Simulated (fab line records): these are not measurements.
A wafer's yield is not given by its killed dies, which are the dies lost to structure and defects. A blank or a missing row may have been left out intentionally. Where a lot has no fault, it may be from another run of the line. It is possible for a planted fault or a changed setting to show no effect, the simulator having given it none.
fab line records -- flow rit_cmos
record: lots: 14, wafers: 42, last_day: 7
route steps=202 shown SILICIDE@162 M1@202
lots that met no fault: from a run of the same line without faults
start_h: hours from the record's first day to the start of the lot's first wafer shown -- wait_h: hours since the lot's step before -- " repeats the value in the row above -- L1.1+2: several wafers, shown together as one row -- - value missing, or start not given -- * or withheld: withheld -- < > ~ a bound
route shown NAME@n: a module of which the file shows steps, and the number in the route of the first -- usual: the fault-free wafers' mean and standard deviation -- same: alike in all rows -- chamber/n: place in a boat -- sites: per-site readings -- _std_site: standard deviation of those values -- _edge_site: outer sites' mean less inner sites' -- radius_mm: for every site, how far away it sits from the centre of the wafer -- mask NAME#n: copy n -- behind: tool/chamber where the wafer was last shaped -- hold: the reason the lot was held/the length of the hold in hours/how it ended -- device: transistor that didn't switch, given as n, p or np -- end of line: the route-end tests of the same wafers -- for a step that has no rows: nothing shown but its recipe -- killed: count of dies lost to structure and defects at first sort (not the wafer's yield) -- map: shows each die of a wafer: x if killed, . if not, _ if none is there
set.NAME: the setting that was run; set.NAME@STEP: the one run at that earlier step -- model.NAME: the simulator's own value behind a step, which no gauge read
route steps across a sampled set of lots; one table per step, one row per wafer
services: the hour from which a tool's chamber was out of use, counted from the record's first day as start_h (under 0 if before that day), plus the number of hours and why
== steps ==
step: RIT_SILICIDE_SPUTTER_01
recipe: material: Ti, target_thk_nm: 30, power_w: 350, chamber_pressure_pa: 0.667, gas: Ar, time_s: 240, substrate_temp_c: 25
usual: throttle_valve_pct: 30.4/0.88
lot.wafer,tool,chamber,start_h,wait_h,throttle_valve_pct
L898.2,pvd_sputter-02,-,55.19,0.0,29.6
L898.4,pvd_sputter-02,-,55.19,0.0,30.8
L898.5,pvd_sputter-02,-,55.19,0.0,30.9
L899.1,pvd_sputter-04,-,62.54,0.0,30.1
L899.2,pvd_sputter-04,-,62.54,0.0,31.2
L899.4,pvd_sputter-04,-,62.54,0.0,30.8
L900.1,pvd_sputter-02,-,67.00,0.0,29.7
L900.2,pvd_sputter-02,-,67.00,0.0,28.7
L900.4,pvd_sputter-02,-,67.00,0.0,30.7
L902.1,pvd_sputter-02,-,79.19,0.0,29.5
L902.5,pvd_sputter-02,-,79.19,0.0,30.0
L902.6,pvd_sputter-02,-,79.19,0.0,28.8
L904.2,pvd_sputter-02,-,85.50,0.0,30.8
L904.3,pvd_sputter-02,-,85.50,0.0,29.8
L904.5,pvd_sputter-02,-,85.50,0.0,29.9
L905.2,pvd_sputter-04,-,90.79,0.0,31.3
L905.5,pvd_sputter-04,-,90.79,0.0,29.7
L905.6,pvd_sputter-04,-,90.79,0.0,30.7
L908.2,pvd_sputter-01,-,102.79,0.0,31.0
L908.3,pvd_sputter-01,-,102.79,0.0,29.1
L908.4,pvd_sputter-01,-,102.79,0.0,30.6
L909.1,pvd_sputter-04,-,109.17,0.0,30.8
L909.4,pvd_sputter-04,-,109.17,0.0,32.0
L909.5,pvd_sputter-04,-,109.17,0.0,31.4
L910.2,pvd_sputter-01,-,111.62,0.0,29.3
L910.4,pvd_sputter-01,-,111.62,0.0,30.6
L910.5,pvd_sputter-01,-,111.62,0.0,30.8
L914.2,pvd_sputter-01,-,130.95,0.0,29.1
L914.3,pvd_sputter-01,-,130.95,0.0,30.4
L914.6,pvd_sputter-01,-,130.95,0.0,30.2
L915.1,pvd_sputter-04,-,136.96,0.0,31.8
L915.2,pvd_sputter-04,-,136.96,0.0,30.0
L915.6,pvd_sputter-04,-,136.96,0.0,31.4
L915.1,pvd_sputter-04,-,137.27,0.2,31.7
L915.2,pvd_sputter-04,-,137.27,0.2,29.9
L915.6,pvd_sputter-04,-,137.27,0.2,31.7
L916.1,pvd_sputter-02,-,144.56,0.0,29.6
L916.3,pvd_sputter-02,-,144.56,0.0,29.9
L916.6,pvd_sputter-02,-,144.56,0.0,30.8
L916.1,pvd_sputter-02,-,144.87,0.2,29.3
L916.3,pvd_sputter-02,-,144.87,0.2,29.8
L916.6,pvd_sputter-02,-,144.87,0.2,30.8
L920.2,pvd_sputter-02,-,161.38,0.0,31.1
L920.4,pvd_sputter-02,-,161.38,0.0,28.7
L920.5,pvd_sputter-02,-,161.38,0.0,28.8
L921.1,pvd_sputter-04,-,172.16,0.0,30.5
L921.4,pvd_sputter-04,-,172.16,0.0,31.6
L921.6,pvd_sputter-04,-,172.16,0.0,31.3
step: RIT_SILICIDE_RS_MEAS_02
recipe: thk_meas_gauge: four-point-probe, reads: Ti_of_SILICIDE_SPUTTER_01
usual: SILICIDE_TI_RS: 48.2/0.64
lot.wafer,tool,chamber,start_h,wait_h,SILICIDE_TI_RS[ohm/sq]
L898.2,film_metro-02,-,55.36,0.1,47.6
L898.4,film_metro-02,-,55.36,0.1,48.2
L898.5,film_metro-02,-,55.36,0.1,47.9
L899.1,film_metro-03,-,62.69,0.1,48.9
L899.2,film_metro-03,-,62.69,0.1,48.1
L899.4,film_metro-03,-,62.69,0.1,47.8
L900.1,film_metro-04,-,67.15,0.1,47.2
L900.2,film_metro-04,-,67.15,0.1,47.5
L900.4,film_metro-04,-,67.15,0.1,47.7
L902.1,film_metro-04,-,79.34,0.1,47.8
L902.5,film_metro-04,-,79.34,0.1,47.2
L902.6,film_metro-04,-,79.34,0.1,48.2
L904.2,film_metro-04,-,85.67,0.1,49.1
L904.3,film_metro-04,-,85.67,0.1,48.7
L904.5,film_metro-04,-,85.67,0.1,48.6
L905.2,film_metro-04,-,90.96,0.1,48.9
L905.5,film_metro-04,-,90.96,0.1,49.5
L905.6,film_metro-04,-,90.96,0.1,48.9
L908.2,film_metro-04,-,102.96,0.1,48.1
L908.3,film_metro-04,-,102.96,0.1,48.5
L908.4,film_metro-04,-,102.96,0.1,48.4
L909.1,film_metro-02,-,109.32,0.1,49.0
L909.4,film_metro-02,-,109.32,0.1,48.9
L909.5,film_metro-02,-,109.32,0.1,48.9
L910.2,film_metro-04,-,111.79,0.1,48.2
L910.4,film_metro-04,-,111.79,0.1,47.7
L910.5,film_metro-04,-,111.79,0.1,47.4
L914.2,film_metro-04,-,131.12,0.1,49.1
L914.3,film_metro-04,-,131.12,0.1,49.2
L914.6,film_metro-04,-,131.12,0.1,48.4
L915.1,film_metro-04,-,137.42,0.1,20.6
L915.2,film_metro-04,-,137.42,0.1,20.9
L915.6,film_metro-04,-,137.42,0.1,20.7
L916.1,film_metro-04,-,145.02,0.1,20.4
L916.3,film_metro-04,-,145.02,0.1,20.3
L916.6,film_metro-04,-,145.02,0.1,20.6
L920.2,film_metro-03,-,161.55,0.1,47.9
L920.4,film_metro-03,-,161.55,0.1,47.6
L920.5,film_metro-03,-,161.55,0.1,47.5
L921.1,film_metro-04,-,172.31,0.1,48.2
L921.4,film_metro-04,-,172.31,0.1,48.6
L921.6,film_metro-04,-,172.31,0.1,48.0
step: RIT_SILICIDE_THK_MEAS_03
recipe: thk_meas_gauge: xrf, reads: Ti_of_SILICIDE_SPUTTER_01
usual: SILICIDE_TI_THK: 29.7/0.32
lot.wafer,tool,chamber,start_h,wait_h,SILICIDE_TI_THK[nm]
L898.2,film_metro-02,-,55.47,0.1,30.0
L898.4,film_metro-02,-,55.47,0.1,29.9
L898.5,film_metro-02,-,55.47,0.1,29.9
L899.1,film_metro-03,-,62.81,0.1,29.3
L899.2,film_metro-03,-,62.81,0.1,29.8
L899.4,film_metro-03,-,62.81,0.1,29.8
L900.1,film_metro-04,-,67.27,0.1,30.2
L900.2,film_metro-04,-,67.27,0.1,30.2
L900.4,film_metro-04,-,67.27,0.1,30.0
L902.1,film_metro-04,-,79.46,0.1,29.7
L902.5,film_metro-04,-,79.46,0.1,30.1
L902.6,film_metro-04,-,79.46,0.1,29.7
L904.2,film_metro-04,-,85.78,0.1,29.5
L904.3,film_metro-04,-,85.78,0.1,29.6
L904.5,film_metro-04,-,85.78,0.1,29.6
L905.2,film_metro-04,-,91.07,0.1,29.3
L905.5,film_metro-04,-,91.07,0.1,29.1
L905.6,film_metro-04,-,91.07,0.1,29.4
L908.2,film_metro-04,-,103.07,0.1,29.7
L908.3,film_metro-04,-,103.07,0.1,29.6
L908.4,film_metro-04,-,103.07,0.1,29.6
L909.1,film_metro-02,-,109.44,0.1,29.5
L909.4,film_metro-02,-,109.44,0.1,29.6
L909.5,film_metro-02,-,109.44,0.1,29.6
L910.2,film_metro-04,-,111.90,0.1,29.7
L910.4,film_metro-04,-,111.90,0.1,30.1
L910.5,film_metro-04,-,111.90,0.1,30.1
L914.2,film_metro-04,-,131.23,0.1,29.2
L914.3,film_metro-04,-,131.23,0.1,29.1
L914.6,film_metro-04,-,131.23,0.1,29.6
L915.1,film_metro-04,-,137.54,0.1,59.7
L915.2,film_metro-04,-,137.54,0.1,58.6
L915.6,film_metro-04,-,137.54,0.1,59.1
L916.1,film_metro-04,-,145.14,0.1,59.9
L916.3,film_metro-04,-,145.14,0.1,60.0
L916.6,film_metro-04,-,145.14,0.1,59.4
L920.2,film_metro-03,-,161.66,0.1,29.8
L920.4,film_metro-03,-,161.66,0.1,29.9
L920.5,film_metro-03,-,161.66,0.1,29.9
L921.1,film_metro-04,-,172.43,0.1,29.6
L921.4,film_metro-04,-,172.43,0.1,29.4
L921.6,film_metro-04,-,172.43,0.1,29.8
step: RIT_M1_PROBE_99
usual: killed_at_contacts: 0.1/0.3, killed_at_front_end: 7/3.3, killed_dies: 7/3.3, killed_open: 3.8/2.3, killed_short: 3.5/2.1
same: gross_dies: 264, killed_at_M0_to_M3: 0, killed_at_M4_up: 0, killed_at_back_side: 0, killed_at_other: 0
lot.wafer,tool,chamber,start_h,wait_h,killed_at_contacts,killed_at_front_end,killed_dies,killed_open,killed_short
L915.1,prober-02,-,144.03,0.1,0,10,10,5,5
L915.2,prober-02,-,144.08,0.1,0,9,9,3,6
L915.6,prober-02,-,144.28,0.2,0,4,4,2,2
L916.3,prober-01,-,151.72,0.2,0,11,11,7,4
killed by level:class
L915.1 GATE:geometric_particle:open=3 GATE:geometric_particle:short=2 SILICIDE:geometric_particle:open=2 SILICIDE:geometric_particle:short=2 SPACER:geometric_particle:short=1
L915.2 FOX1:geometric_particle:short=3 GATE:geometric_particle:short=2 REOX:geometric_particle:open=2 REOX:geometric_particle:short=1 SILICIDE:geometric_particle:open=1
L915.6 GATE:geometric_particle:open=1 REOX:geometric_particle:open=1 SPACER:geometric_particle:short=1 SILICIDE:geometric_particle:short=1
L916.3 FOX1:geometric_particle:open=3 FOX1:geometric_particle:short=2 SILICIDE:geometric_particle:open=2 FOX2:geometric_particle:short=1 REOX:geometric_particle:open=1 SPACER:geometric_particle:open=1 SPACER:geometric_particle:short=1
== services ==
tool,chamber,start_h,hours,kind
pvd_sputter-02,-,32.81,1.3,repair
pvd_sputter-04,-,42.35,14.4,repair
pvd_sputter-01,-,121.86,6.6,repair
pvd_sputter-04,-,130.94,1.7,repair
pvd_sputter-01,-,137.30,0.7,repair
pvd_sputter-04,-,141.92,0.7,repair
== key ==
first_sign: step: RIT_SILICIDE_SPUTTER_01, reading: visit, direction: added
effect: step: RIT_SILICIDE_RS_MEAS_02, reading: SILICIDE_TI_RS, direction: down, sigmas: 43, usual: 48.2, struck: 20.6
effect: step: RIT_SILICIDE_THK_MEAS_03, reading: SILICIDE_TI_THK, direction: up, sigmas: 93, usual: 29.7, struck: 59.4
met_at RIT_SILICIDE_SPUTTER_01
struck_lots L915,L916
tester_left_out L915,L916
fault: kind: repeated_step_whole, tool: pvd_sputter-01,pvd_sputter-02,pvd_sputter-04, chamber: -, onset_h: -, steps: RIT_SILICIDE_SPUTTER_01, times: 1, scope: struck_lots_only
tester_left_out: of these lots the tester's yield and bins aren't shown, on N5 and GAA mostly nor the transistor test; their killed dies are dies lost to structure and defects alone, not to doping, threshold or leakage, so they don't give the yield
